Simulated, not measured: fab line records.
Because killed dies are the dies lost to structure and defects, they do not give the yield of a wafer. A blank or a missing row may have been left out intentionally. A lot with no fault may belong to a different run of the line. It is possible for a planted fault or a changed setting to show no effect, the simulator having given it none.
Which tool did it?    flow berkeley-cmos170    at 1 step of a route of 331, 15 lots with 45 wafers sampled

WHAT EACH GAUGE READ, for each wafer
The record holds no reading of a measuring or inspecting step that can be judged against a usual standard deviation.

WHICH TOOL RAN EACH LOT (tool, then ch and the chambers of the sampled wafers, then the start)
lot   UCB170_V1_DEVELOP_11
L706  litho-track-03 ch 0, day 8 18:00
L707  litho-track-04 ch 0, day 8 21:00
L708  litho-track-04 ch 0, day 8 23:00
L709  litho-track-04 ch 0, day 10 02:00
L711  litho-track-03 ch 0, day 10 02:00
L714  litho-track-01, day 10 20:00
L716  litho-track-03, day 11 08:00
L718  litho-track-04, day 11 10:00
L715  litho-track-01 ch 0, day 11 12:00
L724  litho-track-04 ch 0, day 12 21:00
L721  litho-track-01 ch 0, day 12 23:00
L722  litho-track-04 ch 0, day 13 01:00
L723  litho-track-04 ch 0, day 13 01:00
L726  litho-track-04 ch 0, day 13 02:00
L728  litho-track-01 ch 0, day 13 12:00
- UCB170_V1_DEVELOP_11: develop time 45 s.

WHAT THE TOOLS THEMSELVES READ (means of the sampled wafers that have a number; where no wafer has one, the mark that the record gives instead)
UCB170_V1_DEVELOP_11. Usual: chill-plate-temp-C at 22.99 C, with a standard deviation of 0.1.
lot   tool            chill-plate-temp-C (C)  flag
L706  litho-track-03  23.07                   
L707  litho-track-04  22.83                   
L708  litho-track-04  22.92                   
L709  litho-track-04  23.04                   
L711  litho-track-03  23.04                   
L714  litho-track-01  -                       OFF
L716  litho-track-03  -                       OFF
L718  litho-track-04  -                       OFF
L715  litho-track-01  22.96                   
L724  litho-track-04  22.99                   
L721  litho-track-01  23.08                   
L722  litho-track-04  23.00                   
L723  litho-track-04  23.09                   
L726  litho-track-04  23.03                   
L728  litho-track-01  22.94                   

THE ANSWER, worked out from the rows above alone
Rule: a lot counts as off when the mean over its wafers that have a number is more than 3 standard deviations away from the usual mean. A lot without any number at a reading at which 4 lots or more have one is off too. Where the step has rows for the other lots, those lots are counted as sound. Order of review: gauges by route order, followed by the tools' own readings, for which a lot's mean as printed above is used. The first step at which some lot is off is used, and at that step the reading that is off furthest; a lot without a number counts as furthest.
Off: L714, L716, L718, at UCB170_V1_DEVELOP_11 (chill-plate-temp-C). Without a number there: L714, L716, L718.
A tool fits if, at that step or a process step before it, it ran every lot that is off, and no sound lot after the first of them. Of those tried, none fits.

WHAT WAS PUT IN BY THE SIMULATOR
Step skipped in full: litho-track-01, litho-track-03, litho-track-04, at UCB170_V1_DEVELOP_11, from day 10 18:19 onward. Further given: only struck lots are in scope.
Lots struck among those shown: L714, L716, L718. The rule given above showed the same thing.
